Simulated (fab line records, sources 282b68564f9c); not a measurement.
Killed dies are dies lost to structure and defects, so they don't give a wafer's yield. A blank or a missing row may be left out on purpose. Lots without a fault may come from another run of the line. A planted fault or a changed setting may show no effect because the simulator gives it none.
fab line records | flow rit_cmos
record lots=13 wafers=39 last_day=6
route steps=202 shown GATE@92 NSD@141 SILICIDE@165 M1@190
lots that met no fault: from a run of the same line without faults
start_h: hours from the record's first day to the start of the lot's first wafer shown | wait_h: hours since the lot's step before | " the same as in the row above | L1.1+2: a row that stands for several wafers | - no value, or no start given | * or withheld: withheld | < > ~ a bound
route shown NAME@n: a module of which the file shows steps, and the number in the route of the first | usual: mean/standard deviation of fault-free wafers | same: alike in all rows | chamber/n: place in a boat | sites: the reading at each site | _std_site: their standard deviation | _edge_site: outer sites' mean less inner sites' | radius_mm: how far each site lies from the wafer's centre | mask NAME#n: copy n | behind: the tool/chamber that last shaped the wafer | hold: why the lot was held/for how many hours/how that ended | device: the transistor (n, p or np) that didn't switch | end of line: the same wafers' tests at the end of the route | a step without rows: its recipe alone | killed: dies lost to structure and defects at the first sort, not the wafer's yield | map: a wafer's dies, x killed, . not, _ none there
set.NAME: the setting as run; set.NAME@STEP: as run at that earlier step | model.NAME: the simulator's own value behind a step, which no gauge read
steps of the route over a sample of lots; a table a step, a row a wafer
services: from which hour (start_h, from the record's first day; less than 0 if before it) a tool's chamber was out of use, for how many hours, and why
## steps
# step RIT_GATE_CD_MEAS_16
# recipe target_cd_nm=150
# usual cd_nm=149.9/2.8
# columns lot.wafer tool chamber start_h wait_h cd_nm
L201.3 cd_sem-02 - 36.82 - 144.4
L201.4 " - " " 145.3
L201.5 " - " " 144.4
L203.2 cd_sem-01 - 47.42 - 149.3
L203.3 " - " " 150.5
L203.4 " - " " 151.3
L204.1 cd_sem-01 - 51.89 - 145.0
L204.2 " - " " 147.6
L204.5 " - " " 144.0
L205.1 cd_sem-01 - 55.96 - 148.7
L205.3 " - " " 148.6
L205.6 " - " " 150.3
L206.1 cd_sem-02 - 62.40 - 155.3
L206.3 " - " " 152.4
L206.6 " - " " 150.9
L207.1 cd_sem-01 - 66.22 - 153.7
L207.3 " - " " 153.0
L207.6 " - " " 153.0
L208.3 cd_sem-01 - 72.43 - 150.3
L208.4 " - " " 149.3
L208.6 " - " " 149.7
L209.3 cd_sem-01 - 77.45 - 152.4
L209.4 " - " " 150.7
L209.6 " - " " 147.6
L210.3 cd_sem-01 - 81.35 - 147.8
L210.4 " - " " 146.4
L210.5 " - " " 146.9
L211.2 cd_sem-02 - 87.11 - 150.6
L211.4 " - " " 153.0
L211.5 " - " " 149.9
L217.4 cd_sem-01 - 117.91 - 150.2
L217.5 " - " " 149.1
L217.6 " - " " 149.5
L219.1 cd_sem-01 - 126.19 - 148.4
L219.4 " - " " 150.3
L219.6 " - " " 150.6
L220.3 cd_sem-02 - 132.68 - 148.2
L220.4 " - " " 148.5
L220.5 " - " " 149.0
# step RIT_NSD_TW_MEAS_10
# usual NSD_TW=3135/24
# columns lot.wafer tool chamber start_h wait_h NSD_TW
L201.3 film_metro-01 - 47.77 0.1 3113
L201.4 " - " " 3084
L201.5 " - " " 3097
L203.2 film_metro-01 - 57.91 0.1 3087
L203.3 " - " " 3080
L203.4 " - " " 3094
L204.1 film_metro-03 - 62.67 0.1 3146
L204.2 " - " " 3137
L204.5 " - " " 3126
L205.1 film_metro-04 - 66.40 0.1 3151
L205.3 " - " " 3153
L205.6 " - " " 3159
L206.1 film_metro-03 - 73.23 0.1 3155
L206.3 " - " " 3146
L206.6 " - " " 3155
L207.1 film_metro-04 - 77.00 0.1 3115
L207.3 " - " " 3140
L207.6 " - " " 3120
L208.3 film_metro-04 - 83.23 0.1 3140
L208.4 " - " " 3132
L208.6 " - " " 3151
L209.3 film_metro-01 - 88.13 0.1 3115
L209.4 " - " " 3117
L209.6 " - " " 3108
L210.3 film_metro-01 - 93.70 0.1 3100
L210.4 " - " " 3105
L210.5 " - " " 3093
L211.2 film_metro-03 - 98.69 0.1 3182
L211.4 " - " " 3164
L211.5 " - " " 3188
L217.4 film_metro-04 - 128.74 0.1 3125
L217.5 " - " " 3128
L217.6 " - " " 3152
L219.1 film_metro-03 - 137.05 0.1 3137
L219.4 " - " " 3140
L219.6 " - " " 3161
L220.3 film_metro-01 - 143.74 0.1 3104
L220.4 " - " " 3107
L220.5 " - " " 3095
# step RIT_SILICIDE_RTA_04
# recipe temp_c=650 time_s=10 idle_temp_c=25 ramp_up_s=5 ramp_down_s=5 cool_to_c=25 ambient=N2
# usual chamber_o2_ppm=2.001/0.02 wafer_temp_C_max=654.1/1.1
# columns lot.wafer tool chamber start_h wait_h chamber_o2_ppm wafer_temp_C_max
L201.3 rtp_anneal-02 0 50.66 0.1 2.016 653.5
L201.4 " 0 " " 2.003 654.9
L201.5 " 0 " " 1.999 653.1
L203.2 rtp_anneal-02 0 60.70 0.1 2.023 654.0
L203.3 " 0 " " 2.010 653.5
L203.4 " 0 " " 2.003 653.7
L204.1 rtp_anneal-01 0 65.42 0.1 2.022 654.9
L204.2 " 0 " " 2.007 655.9
L204.5 " 0 " " 1.997 654.4
L205.1 rtp_anneal-02 0 69.31 0.1 2.012 653.3
L205.3 " 0 " " 1.992 654.8
L205.6 " 0 " " 2.000 652.8
L206.1 rtp_anneal-01 0 76.08 0.1 1.978 654.2
L206.3 " 0 " " 1.992 654.3
L206.6 " 0 " " 1.989 655.4
L207.1 rtp_anneal-02 0 79.73 0.1 1.998 652.9
L207.3 " 0 " " 2.028 652.3
L207.6 " 0 " " 2.016 653.5
L208.3 rtp_anneal-01 0 86.08 0.1 1.990 654.5
L208.4 " 0 " " 1.992 655.0
L208.6 " 0 " " 1.974 654.4
L209.3 rtp_anneal-02 0 90.98 0.1 2.039 653.6
L209.4 " 0 " " 2.001 653.9
L209.6 " 0 " " 2.010 653.0
L210.3 rtp_anneal-01 0 96.56 0.1 2.040 655.3
L210.4 " 0 " " 1.999 655.9
L210.5 " 0 " " 1.988 654.2
L211.2 rtp_anneal-02 0 101.54 0.1 2.025 653.2
L211.4 " 0 " " 1.992 653.8
L211.5 " 0 " " 2.008 653.2
L217.4 rtp_anneal-02 0 131.47 0.1 2.002 653.8
L217.5 " 0 " " 1.970 653.7
L217.6 " 0 " " 1.992 653.1
L219.1 rtp_anneal-02 0 139.90 0.1 1.995 653.2
L219.4 " 0 " " 2.021 653.5
L219.6 " 0 " " 2.012 653.4
L220.3 rtp_anneal-01 0 146.49 0.1 1.978 654.4
L220.4 " 0 " " 2.002 655.8
L220.5 " 0 " " 1.981 654.0
# step RIT_M1_EXPOSE_06
# recipe mask_id=M12 na=0.6 source_shape=conventional sigma_outer=0.5 target_cd_nm=2600 dose_mj=250
# usual exposure_dose_mJ_cm2=250.06/0.26
# columns lot.wafer tool chamber start_h wait_h mask exposure_dose_mJ_cm2
L201.3 iline_stepper-02 0 54.03 0.1 M12#0 250.21
L201.4 " 0 " " M12#0 250.54
L201.5 " 0 " " M12#0 250.24
L203.2 iline_stepper-02 0 64.18 0.2 M12#0 249.96
L203.3 " 0 " " M12#0 250.04
L203.4 " 0 " " M12#0 249.89
L204.1 iline_stepper-01 0 69.06 0.2 M12#0 250.26
L204.2 " 0 " " M12#0 250.31
L204.5 " 0 " " M12#0 250.73
L205.1 iline_stepper-02 0 72.88 0.2 M12#0 249.25
L205.3 " 0 " " M12#0 249.62
L205.6 " 0 " " M12#0 250.13
L206.1 iline_stepper-01 0 79.68 0.2 M12#0 249.82
L206.3 " 0 " " M12#0 249.69
L206.6 " 0 " " M12#0 249.63
L207.1 iline_stepper-01 0 83.05 0.1 M12#0 249.87
L207.3 " 0 " " M12#0 250.25
L207.6 " 0 " " M12#0 249.84
L208.3 iline_stepper-01 0 89.60 0.1 M12#0 249.75
L208.4 " 0 " " M12#0 250.02
L208.6 " 0 " " M12#0 250.02
L209.3 iline_stepper-01 0 94.32 0.1 M12#0 249.72
L209.4 " 0 " " M12#0 249.89
L209.6 " 0 " " M12#0 250.03
L210.3 iline_stepper-01 0 100.15 0.1 M12#0 249.89
L210.4 " 0 " " M12#0 250.27
L210.5 " 0 " " M12#0 250.19
L211.2 iline_stepper-01 0 104.87 0.1 M12#0 250.01
L211.4 " 0 " " M12#0 250.14
L211.5 " 0 " " M12#0 249.98
L217.4 iline_stepper-01 0 135.03 0.2 M12#0 249.78
L217.5 " 0 " " M12#0 249.55
L217.6 " 0 " " M12#0 249.31
L219.1 iline_stepper-02 0 143.37 0.2 M12#0 250.30
L219.4 " 0 " " M12#0 250.54
L219.6 " 0 " " M12#0 250.20
L220.3 iline_stepper-01 0 150.10 0.2 M12#0 247.65
L220.4 " 0 " " M12#0 248.00
L220.5 " 0 " " M12#0 248.13
# step RIT_M1_CD_MEAS_09
# recipe target_cd_nm=2600
# usual cd_nm=2599.9/2.3
# columns lot.wafer tool chamber start_h wait_h cd_nm
L201.3 cd_sem-01 - 54.46 - 2598.9
L201.4 " - " " 2598.8
L201.5 " - " " 2597.8
L203.2 cd_sem-02 - 64.61 - 2601.1
L203.3 " - " " 2601.7
L203.4 " - " " 2601.3
L204.1 cd_sem-01 - 69.49 - 2600.0
L204.2 " - " " 2599.4
L204.5 " - " " 2599.5
L205.1 cd_sem-01 - 73.31 - 2601.1
L205.3 " - " " 2597.6
L205.6 " - " " 2602.0
L206.1 cd_sem-01 - 80.11 - 2601.9
L206.3 " - " " 2601.7
L206.6 " - " " 2602.8
L207.1 cd_sem-02 - 83.48 - 2599.6
L207.3 " - " " 2596.9
L207.6 " - " " 2598.2
L208.3 cd_sem-02 - 90.03 - 2599.2
L208.4 " - " " 2600.5
L208.6 " - " " 2601.7
L209.3 cd_sem-02 - 94.75 - 2597.0
L209.4 " - " " 2596.5
L209.6 " - " " 2596.7
L210.3 cd_sem-01 - 100.58 - 2605.1
L210.4 " - " " 2603.4
L210.5 " - " " 2603.0
L211.2 cd_sem-02 - 105.30 - 2604.5
L211.4 " - " " 2603.4
L211.5 " - " " 2604.5
L217.4 cd_sem-02 - 135.46 - 2600.2
L217.5 " - " " 2600.1
L217.6 " - " " 2598.7
L219.1 cd_sem-02 - 143.80 - 2601.7
L219.4 " - " " 2600.4
L219.6 " - " " 2603.3
L220.3 cd_sem-02 - 150.53 - 2584.0
L220.4 " - " " 2586.8
L220.5 " - " " 2595.7
# step RIT_M1_PROBE_99
# usual defect_limited_yield=97.3/1.2 killed_at_M0_to_M3=0.0/0.14 killed_at_contacts=0.0/0.16 killed_at_front_end=7/3 killed_dies=7/3 killed_open=3.5/2 killed_short=3.6/2.1 sort_bin_3_pad_short=0.2/0.26 sort_bin_5_function=1.5/0.76 sort_bin_6_memory=1.0/0.65 sort_n_pass=257/3 sort_yield_pct=97.3/1.2
# same gross_dies=264 killed_at_M4_up=0 killed_at_back_side=0 killed_at_other=0
# columns lot.wafer tool chamber start_h wait_h defect_limited_yield[%] killed_at_M0_to_M3 killed_at_contacts killed_at_front_end killed_dies killed_open killed_short sort_bin_3_pad_short[%] sort_bin_5_function[%] sort_bin_6_memory[%] sort_n_pass sort_yield_pct[%]
L205.1 prober-01 - 75.97 0.1 97.7 0 0 6 6 2 4 0.4 0.8 1.1 258 97.7
L205.3 prober-01 - 76.07 0.2 98.5 0 0 4 4 3 1 0 1.1 0.4 260 98.5
L205.6 prober-01 - 76.22 0.2 97.7 0 0 6 6 3 3 0 0.8 1.5 258 97.7
L206.1 prober-02 - 83.44 0.1 97.3 0 0 7 7 4 3 0.4 1.9 0.4 257 97.3
L206.3 prober-02 - 83.54 0.2 97.3 0 0 7 7 3 4 0 1.9 0.8 257 97.3
L206.6 prober-02 - 83.69 0.2 98.9 0 0 3 3 0 3 0 0.4 0.8 261 98.9
L217.4 prober-01 - 139.37 0.2 98.9 0 0 3 3 3 0 0 1.1 0 261 98.9
L217.5 prober-01 - 139.42 0.2 98.1 0 0 5 5 4 1 0 1.5 0.4 259 98.1
L217.6 prober-01 - 139.47 0.2 98.1 0 0 5 5 2 3 0 0.8 1.1 259 98.1
# killed by level:class
L205.1 GATE:geometric_particle:short=2 FOX1:geometric_particle:open=1 GATE:geometric_particle:open=1 REOX:geometric_particle:short=1 SPACER:geometric_particle:short=1
L205.3 FOX1:geometric_particle:open=3 REOX:geometric_particle:short=1
L205.6 GATE:geometric_particle:short=2 SILICIDE:geometric_particle:open=2 FOX1:geometric_particle:open=1 FOX1:geometric_particle:short=1
L206.1 GATE:geometric_particle:short=2 FOX2:geometric_particle:open=1 GATE:geometric_particle:open=1 REOX:geometric_particle:short=1 REOX:geometric_particle:open=1 SPACER:geometric_particle:open=1
L206.3 REOX:geometric_particle:short=4 REOX:geometric_particle:open=2 FOX1:geometric_particle:open=1
L206.6 GATE:geometric_particle:short=2 SPACER:geometric_particle:short=1
L217.4 REOX:geometric_particle:open=2 FOX1:geometric_particle:open=1
L217.5 GATE:geometric_particle:open=2 REOX:geometric_particle:short=1 REOX:geometric_particle:open=1 SILICIDE:geometric_particle:open=1
L217.6 FOX1:geometric_particle:open=1 GATE:geometric_particle:open=1 GATE:geometric_particle:short=1 REOX:geometric_particle:short=1 SILICIDE:geometric_particle:short=1
## services
# columns tool chamber start_h hours kind
iline_stepper-01 - 46.49 21.0 repair
iline_stepper-02 - 67.48 2.1 pm
iline_stepper-02 - 69.57 - consumable_replace:lamp
iline_stepper-01 - 85.88 1.7 pm
iline_stepper-01 - 117.26 2.1 pm
iline_stepper-01 - 119.34 - consumable_replace:lamp
iline_stepper-02 - 119.34 1.7 pm
## key
first_sign step=RIT_M1_EXPOSE_06 reading=exposure_dose_mJ_cm2 direction=down sigmas=8.1 usual=250.06 struck=247.93
effect step=RIT_M1_CD_MEAS_09 reading=cd_nm direction=down sigmas=4.7 usual=2599.9 struck=2588.8 wafers_moved=2 through=control_loop
met_at RIT_M1_EXPOSE_06
struck_lots L220
loop_trim step=RIT_M1_EXPOSE_06 setting=dose lots=L220
not_acting_at RIT_GATE_CD_MEAS_16,RIT_NSD_TW_MEAS_10,RIT_SILICIDE_RTA_04
onset_between 135.03 150.10
fault kind=process_parameter_drift tool=iline_stepper-01 chamber=- onset_h=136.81 steps=RIT_M1_EXPOSE_06 channel=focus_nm offset=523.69 spread_by_wafer=0.3 shape=step end_h=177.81
# loop_trim: a control loop set the setting to another value than it would have without faults
